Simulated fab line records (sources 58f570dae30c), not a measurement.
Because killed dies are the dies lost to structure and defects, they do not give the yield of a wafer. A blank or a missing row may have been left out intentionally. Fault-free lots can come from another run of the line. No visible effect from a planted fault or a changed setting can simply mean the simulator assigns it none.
Which tool is to blame? -- flow berkeley-cmos170 -- Sampling: 7 lots, 21 wafers, 3 of 331 route steps

== WHAT THE GAUGES SHOWED, per wafer ==
UCB170_V2_THK_MEAS_01.
lot,measured,on,V2_TEOS_THK (nm)
L918,day 9 01:57,film-metro-01,1994 1962 2040
L921,day 9 11:45,film-metro-02,1957 2007 2024
L920,day 9 14:16,film-metro-01,2013 2013 2014
L926,day 11 14:30,film-metro-03,2028 2071 2029
L927,day 11 14:54,film-metro-01,1998 1967 2027
L931,day 11 15:42,film-metro-01,2005 2059 2030
L939,day 13 08:50,film-metro-01,1988 2013 2077

== WHAT TOOL EACH LOT RAN ON (gives the tool, then ch and the chambers of the sampled wafers, and finally the start) ==
lot,UCB170_M1_SPUTTER_00,UCB170_M2_STRIP_19
L918,"pvd-sputter-01, day 8 17:13","plasma-asher-04 ch 0,1, day 9 01:34"
L921,"pvd-sputter-03, day 9 01:37","plasma-asher-04 ch 0,1, day 9 11:22"
L920,"pvd-sputter-02, day 9 03:44","plasma-asher-01 ch 0,1, day 9 13:53"
L926,"pvd-sputter-01, day 10 22:46","plasma-asher-02 ch 0,1, day 11 14:07"
L927,"pvd-sputter-03, day 11 01:08","plasma-asher-01 ch 0,1, day 11 14:31"
L931,"pvd-sputter-03, day 11 02:07","plasma-asher-04 ch 0,1, day 11 15:19"
L939,"pvd-sputter-02, day 12 22:36","plasma-asher-02 ch 0,1, day 13 08:27"
- UCB170_M1_SPUTTER_00: material Al, target thk 600 nm, time 80 s.
- UCB170_M2_STRIP_19: strips in O2.

== THE ANSWER, worked out from the rows above alone ==
Rule: the usual values come from the lots themselves. The widest of any qualifying gaps counts: lots, ordered by their means at a reading, are off when they make up no more than a third of the lots, leave a main group of 4 or more, and stand apart from it by 3 or more times the standard deviation of that group's means. Not used: any main group whose means are identical at the precision the tables above print for the reading. Also off: a lot with no number at a reading for which 4 or more lots have one. Any other lot the step has rows for is counted as sound.
Nothing can be told from this: no lot is off at any reading shown.

== WHAT HAD BEEN PUT IN BY THE SIMULATOR ==
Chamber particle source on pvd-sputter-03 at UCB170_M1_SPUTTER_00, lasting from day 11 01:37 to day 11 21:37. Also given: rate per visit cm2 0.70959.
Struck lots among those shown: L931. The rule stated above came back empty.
